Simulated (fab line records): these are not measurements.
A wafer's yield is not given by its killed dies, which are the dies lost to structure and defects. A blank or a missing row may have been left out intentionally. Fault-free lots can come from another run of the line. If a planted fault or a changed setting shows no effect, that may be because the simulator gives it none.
The tool behind it: which one? | flow berkeley cmos170 | route of 331 steps, sampled at 1 step: 15 lots, 45 wafers

== WHAT EACH GAUGE READ, for each wafer ==
The record lacks any reading of a measuring or inspecting step that a usual standard deviation could be used to judge.

== WHICH TOOL RAN EACH LOT (tool, then ch and the chambers of the sampled wafers, then the start) ==
lot  | UCB170_NLDD_PEB_04
L710 | litho track-02 ch 0, day 6 11:41
L712 | litho track-02 ch 0, day 6 12:00
L711 | litho track-03 ch 0, day 6 13:00
L714 | litho track-03 ch 0, day 6 23:56
L717 | litho track-01, day 7 13:11
L716 | litho track-02, day 7 13:14
L718 | litho track-02, day 8 02:56
L726 | litho track-01 ch 0, day 9 10:42
L727 | litho track-03 ch 0, day 10 07:34
L730 | litho track-03 ch 0, day 10 07:49
L728 | litho track-02 ch 0, day 10 07:59
L731 | litho track-02 ch 0, day 11 04:04
L732 | litho track-03 ch 0, day 11 04:08
L729 | litho track-02 ch 0, day 11 04:17
L733 | litho track-02 ch 0, day 11 08:44
- UCB170_NLDD_PEB_04

== AS READ BY THE TOOLS THEMSELVES (means over the sampled wafers that have a number; for cases with no such wafer, the mark the record gives instead) ==
UCB170_NLDD_PEB_04. Usual: chill plate temp C 22.97 C, standard deviation 0.12; exhaust pa 44.9 Pa, standard deviation 0.99.
lot  | tool           | chill plate temp C (C) | exhaust pa (Pa) | flag
L710 | litho track-02 | 23.06                  | 44.7            |
L712 | litho track-02 | 22.81                  | 44.8            |
L711 | litho track-03 | 23.04                  | 44.4            |
L714 | litho track-03 | 23.10                  | 44.3            |
L717 | litho track-01 | -                      | -               | OFF
L716 | litho track-02 | -                      | -               | OFF
L718 | litho track-02 | -                      | -               | OFF
L726 | litho track-01 | 22.96                  | 44.5            |
L727 | litho track-03 | 22.79                  | 45.3            |
L730 | litho track-03 | 22.87                  | 44.5            |
L728 | litho track-02 | 23.14                  | 45.8            |
L731 | litho track-02 | 22.85                  | 45.2            |
L732 | litho track-03 | 22.96                  | 45.5            |
L729 | litho track-02 | 22.96                  | 44.4            |
L733 | litho track-02 | 22.93                  | 44.8            |

== THE ANSWER, worked out from the rows above alone ==
Rule: a lot counts as off when the mean over its wafers that have a number is more than 3 standard deviations away from the usual mean. Also off: a lot with no number at a reading for which 4 or more lots have one. Any other lot the step has rows for is counted as sound. After the gauges, taken in route order, come the tools' own readings; for these a lot's mean is taken, as printed above. The first step at which some lot is off is used, and at that step the reading that is off furthest; a lot without a number counts as furthest.
Off at UCB170_NLDD_PEB_04 (chill plate temp C): L717, L716, L718. Without a number there: L717, L716, L718.
If a tool, at that step or one of the process steps before it, ran each lot that is off and ran no sound lot following the first of them, it fits. No candidate that was tried fits.

== WHAT HAD BEEN PUT IN BY THE SIMULATOR ==
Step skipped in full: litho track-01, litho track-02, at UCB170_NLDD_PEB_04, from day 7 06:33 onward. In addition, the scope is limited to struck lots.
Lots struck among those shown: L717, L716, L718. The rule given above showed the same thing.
